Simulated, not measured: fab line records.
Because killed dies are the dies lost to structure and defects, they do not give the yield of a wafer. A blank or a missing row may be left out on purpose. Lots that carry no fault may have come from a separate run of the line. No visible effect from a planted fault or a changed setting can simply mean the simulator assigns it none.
A single fault, viewed from 2 desks -- flow ritCmos -- numbers are kept per desk, each desk with only its own; the story behind them comes last

== FROM THE METROLOGY DESK ==
Means of the sampled wafers that have a number, per lot and without regard to the tool the lot ran on: this is what the gauges read. Any lot whose mean is over 4 standard deviations away from the usual mean is out of limits and marked OUT; that distance is given in the brackets.
Columns: A = cdNm at RIT_CONTACT_CD_MEAS_08, usual 1000.2 nm
lot,first seen here,A
L329,day 3 07:26,1000.9
L330,day 3 13:02,1001.8
L331,day 3 14:57,1004.4
L332,day 3 19:22,1000.0
L335,day 4 11:19,986.3 (-6.9) OUT
L336,day 4 20:47,998.5
L338,day 5 07:58,987.4 (-6.4) OUT
L343,day 6 07:56,999.3
L347,day 7 00:03,1002.6
L348,day 7 05:23,1000.3
L349,day 7 11:46,1001.1
L350,day 7 16:23,1001.0
L351,day 7 19:47,1004.1
L352,day 8 03:16,999.7
Finding of this desk: L335, L338 out of limits; the first was L335 at day 4 11:19, on cdNm at RIT_CONTACT_CD_MEAS_08. L329, L330, L331, L332, L336, L343, L347, L348, L349, L350, L351, L352 stayed within limits.

== THE TOOL OWNER'S DESK: lithoTrack-01 ==
The tool's own readings at RIT_CONTACT_DEVELOP_07 (develop time 120 s): means of the sampled wafers that have a number, for each lot that ran on this tool. Any lot whose mean is over 4 standard deviations away from the usual mean is out of limits and marked OUT; that distance is given in the brackets.
Columns: A = developerTempC at RIT_CONTACT_DEVELOP_07, usual 23.00 C
lot,first seen here,A
L331,day 3 14:00,23.04
L335,day 4 11:00,25.28 (+25) OUT
L338,day 5 07:00,25.31 (+26) OUT
L352,day 8 03:00,23.09
Finding of this desk: L335, L338 out of limits; the first was L335 at day 4 11:00, on developerTempC at RIT_CONTACT_DEVELOP_07. L331, L352 stayed within limits.

== TAKEN TOGETHER ==
The tool owner's desk could have raised an alarm at day 4 11:00, on L335, L338.
L335, L338 would have let the metrology desk raise an alarm at day 4 11:19.
RIT_CONTACT_DEVELOP_07 was run on lithoTrack-01 by each of the lots named.

== WHAT HAD BEEN PUT IN BY THE SIMULATOR ==
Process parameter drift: lithoTrack-01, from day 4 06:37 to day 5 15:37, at RIT_CONTACT_DEVELOP_07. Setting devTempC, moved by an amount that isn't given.
Shown lots that were struck: L335, L338.
Hours from the fault's start to each desk's first reading out of limits: the tool owner's desk, 4; the metrology desk, 5.
